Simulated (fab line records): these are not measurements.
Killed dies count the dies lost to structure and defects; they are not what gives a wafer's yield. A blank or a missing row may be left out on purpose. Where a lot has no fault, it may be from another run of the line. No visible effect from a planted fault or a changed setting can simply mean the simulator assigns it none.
8D (eight disciplines) problem report, filled in by code / flow berkeley-cmos170 / the parts of the form that need people (team, actions taken, sign-off) are left out

1. WHAT IS WRONG
Wafers without a fault read 40.000, standard deviation 0.012; beam-energy-keV at UCB170_NSD_IMPLANT_08 reads a mean of 39.569 on 6 wafers belonging to 2 lots. Relative to the usual mean, that is a shift of -36 standard deviations.
The first sign was on wafer L314.2 at day 10 23:23, on implanter-02. The record holds 18 wafers of 6 lots with a number at this step. Rule for "out" (also "out of limits"): further than 4 standard deviations from the usual mean. The other wafers with a number count as sound.

2. WHAT IT IS; WHAT IT IS NOT
question=which readings at this step | is=beam-energy-keV | is not=-
question=which lots | is=L314, L316 | is not=L297, L303, L305, L315
question=which wafers of those lots | is=all that have a number | is not=-
question=read on which tools | is=implanter-02 | is not=implanter-01, implanter-03
question=when | is=from day 10 23:23 | is not=up to then (9 sound wafers); but 3 sound wafers of L315 came after

3. THE SUSPECTS, EACH WITH WHAT RULES IT OUT
Counting: a tool at a process step up to the reading stays a suspect if it ran every lot that is out and no sound lot after the first of them.
- plasma-asher-03 at UCB170_PSD_STRIP_09 (strips in O2): kept. All lots that are out passed through it, beginning with L314 at day 10 20:41, and no sound lot followed; its final sound lot before that point was L297 at day 7 12:16.
- implanter-02 at UCB170_NSD_IMPLANT_08: kept. All lots that are out passed through it, beginning with L314 at day 10 23:23, and no sound lot followed; its final sound lot before that point was L303 at day 8 19:37. On those wafers its own readings are out: beam-energy-keV.
The count leaves implanter-02 at UCB170_NSD_IMPLANT_08 and plasma-asher-03 at UCB170_PSD_STRIP_09.

4. THE CAUSE (what the simulator had put in)
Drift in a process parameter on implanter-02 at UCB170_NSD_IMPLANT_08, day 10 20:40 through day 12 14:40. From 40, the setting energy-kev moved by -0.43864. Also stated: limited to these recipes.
Counting leaves 2 suspects; this tool is one of them.

5. THE EFFECT CHAIN, in route order
Rows list readings where the struck wafers' mean (over those with a number) sits beyond 3 standard deviations from the usual. Scope: only readings with a usual standard deviation given in the record; hours: median across lots of the time from each lot's start at the first step in this table that gives one to its start at this step; sigmas: change in usual standard deviations.
hours=0; step=UCB170_NSD_IMPLANT_08; reading=beam-energy-keV; usual=40.000; on struck wafers=39.569; change=-0.431; sigmas=-36
Its process steps:
- UCB170_NSD_IMPLANT_08

6. HOW IT WOULD HAVE BEEN CAUGHT EARLIER
In this record the first reading out of limits was taken at day 10 23:23, 3 hours after the fault began at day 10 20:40.
